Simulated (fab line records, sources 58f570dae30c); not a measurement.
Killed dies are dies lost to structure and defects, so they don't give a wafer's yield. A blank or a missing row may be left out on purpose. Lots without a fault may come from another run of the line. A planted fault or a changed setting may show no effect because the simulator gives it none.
A struck lot beside a sound one | flow berkeley_cmos170 | 20 steps out of a route of 331
Sound: wafers L497.1, L497.4, L497.6. Struck: wafers L505.1, L505.4, L505.5. The cause comes at the end.
At each step with rows: each side's tool, then ch and its chambers, then its first start. Under that, the readings that differ: sound wafers | struck wafers | difference of the means | sigmas: that difference in standard deviations of wafers without a fault.
alike: readings whose means differ by less than 2 such deviations, and words and numbers that are the same on both sides. not compared: withheld readings, readings that some wafer has no value for, bounds like >300 that may hide the same value, and numbers for which the record gives no deviation and whose values overlap.
The two part at a step that has a row with sigmas, a row that says differs or no value, or rows on one side only. Numbers that don't overlap but have no deviation are shown without sigmas and don't part them. A reading that every wafer of one side lacks parts them only if that side has two wafers or more.

first, 6 steps without rows for these wafers: UCB170_NVT_HMDS_00 (prime time 60 s); UCB170_NVT_COAT_01 (resist thk 900 nm); UCB170_NVT_SOFTBAKE_02 (time 60 s); UCB170_NVT_EXPOSE_03 (exposes mask PWELL, target cd 3000 nm); UCB170_NVT_PEB_04; UCB170_NVT_DEVELOP_05 (develop time 45 s).
UCB170_NVT_OVL_MEAS_06:
  sound on overlay-02, day 7 00:36; struck on overlay-02, day 8 07:47
  alike: NVT_OVL
then, 1 step without rows for these wafers: UCB170_NVT_IMPLANT_07.
UCB170_NVT_STRIP_08: strips in O2.
  sound on plasma_asher-04 ch 1, day 7 00:47; struck on plasma_asher-02 ch 0,1, day 8 07:59
  alike: drypump_motor_current_A, oes_product_au, strip_time_to_endpoint_s
  not compared: rf_hours_counter_h
UCB170_NVT_TW_MEAS_09:
  sound on film_metro-03, day 7 00:53; struck on film_metro-04, day 8 08:05
  alike: NVT_TW
then, 2 steps without rows for these wafers: UCB170_NVT_CLEAN_10 (cleans in SPM, time 600 s); UCB170_PVT_HMDS_00 (prime time 60 s).
UCB170_PVT_COAT_01: resist thk 900 nm.
  sound on litho_track-01 ch 0, day 7 01:41; struck on litho_track-01, day 8 08:40
  no value came back on the struck wafers for chill_plate_temp_C (C), dispense_pressure_kPa (kPa); on the sound wafers chill_plate_temp_C (C) reads 23.12 23.03 23.00
then, 4 steps without rows for these wafers: UCB170_PVT_SOFTBAKE_02 (time 60 s); UCB170_PVT_EXPOSE_03 (exposes mask NWELL, target cd 3000 nm); UCB170_PVT_PEB_04; UCB170_PVT_DEVELOP_05 (develop time 45 s).
UCB170_PVT_OVL_MEAS_06:
  sound on overlay-01, day 7 03:01; struck on overlay-01, day 8 09:25
  reading      | sound    | struck | difference                    | sigmas
  PVT_OVL (nm) | -3 -4 -8 | - - -  | no value on the struck wafers |
then, 1 step without rows for these wafers: UCB170_PVT_IMPLANT_07.
-- the record jumps here: 2 days lie between the struck wafers' starts before and after (it left off in module PVT and takes up again in module M3, whose first step shown is number 331 of the route) --
UCB170_M3_PROBE_99:
  the record has rows for the struck wafers here (prober-02, day 10 16:41) and none for the sound ones

WHERE THEY PART
First at UCB170_PVT_COAT_01; last, within this record, at UCB170_M3_PROBE_99.

WHY: what the simulator had put in
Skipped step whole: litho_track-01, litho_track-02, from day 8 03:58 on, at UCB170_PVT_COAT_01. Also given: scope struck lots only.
